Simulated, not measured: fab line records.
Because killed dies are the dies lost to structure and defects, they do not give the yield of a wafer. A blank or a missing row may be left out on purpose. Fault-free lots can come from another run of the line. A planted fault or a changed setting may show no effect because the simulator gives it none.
Which tool was responsible?    flow ritCmos    Sampling: 14 lots, 42 wafers, 2 of 202 route steps

== WHAT EACH GAUGE READ, for each wafer ==
RIT_ACTIVE_BOW_MEAS_00. Usual: INCOMING_BOW -1 um, standard deviation 6.3.
lot   measured     on            INCOMING_BOW (um)  flag
L314  day 1 10:00  filmMetro-03  -16 -2 1           
L315  day 1 15:01  filmMetro-02  7 2 0              
L316  day 1 20:00  filmMetro-02  2 -4 15            
L318  day 2 06:01  filmMetro-03  1 8 -3             
L319  day 2 11:00  filmMetro-03  -3 -6 8            
L320  day 2 16:02  filmMetro-03  -10 1 2            
L324  day 3 12:00  filmMetro-03  -2 -5 1            
L328  day 4 08:01  filmMetro-03  -6 -3 -5           
L330  day 4 18:00  filmMetro-03  -8 4 -10           
L331  day 4 23:01  filmMetro-04  0 -9 -4            
L332  day 5 04:00  filmMetro-04  4 1 -12            
L334  day 5 14:00  filmMetro-03  10 1 -8            
L336  day 6 00:01  filmMetro-02  0 -5 1             
L337  day 6 05:00  filmMetro-04  3 -5 6             

RIT_ACTIVE_THK_MEAS_04. Usual: ACTIVE_NITRIDE_THK 150.2 nm, standard deviation 1.3.
lot   measured     on            ACTIVE_NITRIDE_THK (nm)  flag
L314  day 1 13:32  filmMetro-03  150.6 151.4 150.1        
L315  day 1 18:32  filmMetro-03  147.1 147.8 148.5        
L316  day 1 23:32  filmMetro-03  149.1 150.2 151.3        
L318  day 2 09:32  filmMetro-04  150.4 150.9 148.6        
L319  day 2 14:32  filmMetro-03  149.3 148.7 149.0        
L320  day 2 19:33  filmMetro-03  149.8 148.4 148.8        
L324  day 3 15:32  filmMetro-03  150.8 152.8 151.1        
L328  day 4 11:32  filmMetro-03  151.9 153.0 152.0        
L330  day 4 21:40  filmMetro-03  151.1 148.8 150.4        
L331  day 5 03:25  filmMetro-04  149.7 151.4 150.4        
L332  day 5 10:02  filmMetro-03  150.2 151.1 151.5        
L334  day 5 17:53  filmMetro-02  148.0 148.2 149.9        
L336  day 6 03:32  filmMetro-04  149.5 148.5 150.1        
L337  day 6 08:32  filmMetro-04  147.8 148.3 149.3        

== WHICH TOOL RAN EACH LOT (tool, then ch and the chambers of the sampled wafers, then the start) ==
There is no process step in the record ahead of these readings.

== WHAT THE TOOLS THEMSELVES READ (means of the sampled wafers that have a number; where no wafer has one, the mark that the record gives instead) ==
The record holds no such reading with a usual standard deviation.

== THE ANSWER, worked out from the rows above alone ==
Rule: a lot is off if the mean of its wafers that have a number lies more than 3 standard deviations from the usual mean. Also off: a lot with no number at a reading for which 4 or more lots have one. Any other lot the step has rows for is counted as sound. First the gauges in route order, then the tools' own readings, where a lot's mean is used as printed above. At the first step where some lot is off, the reading lying furthest off is the one used; lots without a number count as furthest.
None of the lots is off at any reading shown; this tells nothing.

== WHAT THE SIMULATOR HAD INSERTED ==
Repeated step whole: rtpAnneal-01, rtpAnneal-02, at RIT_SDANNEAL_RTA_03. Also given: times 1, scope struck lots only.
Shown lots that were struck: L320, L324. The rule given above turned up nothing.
